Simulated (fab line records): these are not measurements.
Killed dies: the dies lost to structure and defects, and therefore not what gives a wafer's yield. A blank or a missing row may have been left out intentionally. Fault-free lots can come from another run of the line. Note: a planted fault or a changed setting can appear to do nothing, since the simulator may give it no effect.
Which tool is to blame? || flow berkeley-cmos170 || 7 lots (21 wafers sampled), 1 step of a 331-step route

WHAT EACH GAUGE READ, for each wafer
UCB170_NLDD_OVL_MEAS_07.
{"lot": "L247", "measured": "day 6 15:56", "on": "overlay-01", "NLDD_OVL (nm)": "7 12 8"}
{"lot": "L249", "measured": "day 6 17:01", "on": "overlay-01", "NLDD_OVL (nm)": "1 4 6"}
{"lot": "L252", "measured": "day 7 03:51", "on": "overlay-01", "NLDD_OVL (nm)": "6 15 6"}
{"lot": "L256", "measured": "day 7 23:01", "on": "overlay-01", "NLDD_OVL (nm)": "3 0 4"}
{"lot": "L254", "measured": "day 7 23:37", "on": "overlay-02", "NLDD_OVL (nm)": "-4 -4 1"}
{"lot": "L268", "measured": "day 10 07:42", "on": "overlay-02", "NLDD_OVL (nm)": "2 -9 -1"}
{"lot": "L269", "measured": "day 10 12:56", "on": "overlay-01", "NLDD_OVL (nm)": "1 -8 10"}

WHICH TOOL RAN EACH LOT (tool, then ch and the chambers of the sampled wafers, then the start)
The record shows no process step preceding these readings.

THE ANSWER, worked out from the rows above alone
Rule: the usual values come from the lots themselves. The widest of any qualifying gaps counts: lots, ordered by their means at a reading, are off when they make up no more than a third of the lots, leave a main group of 4 or more, and stand apart from it by 3 or more times the standard deviation of that group's means. A main group whose means are all the same, to the digits that the tables above print for the reading, isn't used. Also off: a lot with no number at a reading for which 4 or more lots have one. Any other lot the step has rows for is counted as sound.
Nothing can be told from this: no lot is off at any reading shown.

WHAT THE SIMULATOR HAD PUT IN
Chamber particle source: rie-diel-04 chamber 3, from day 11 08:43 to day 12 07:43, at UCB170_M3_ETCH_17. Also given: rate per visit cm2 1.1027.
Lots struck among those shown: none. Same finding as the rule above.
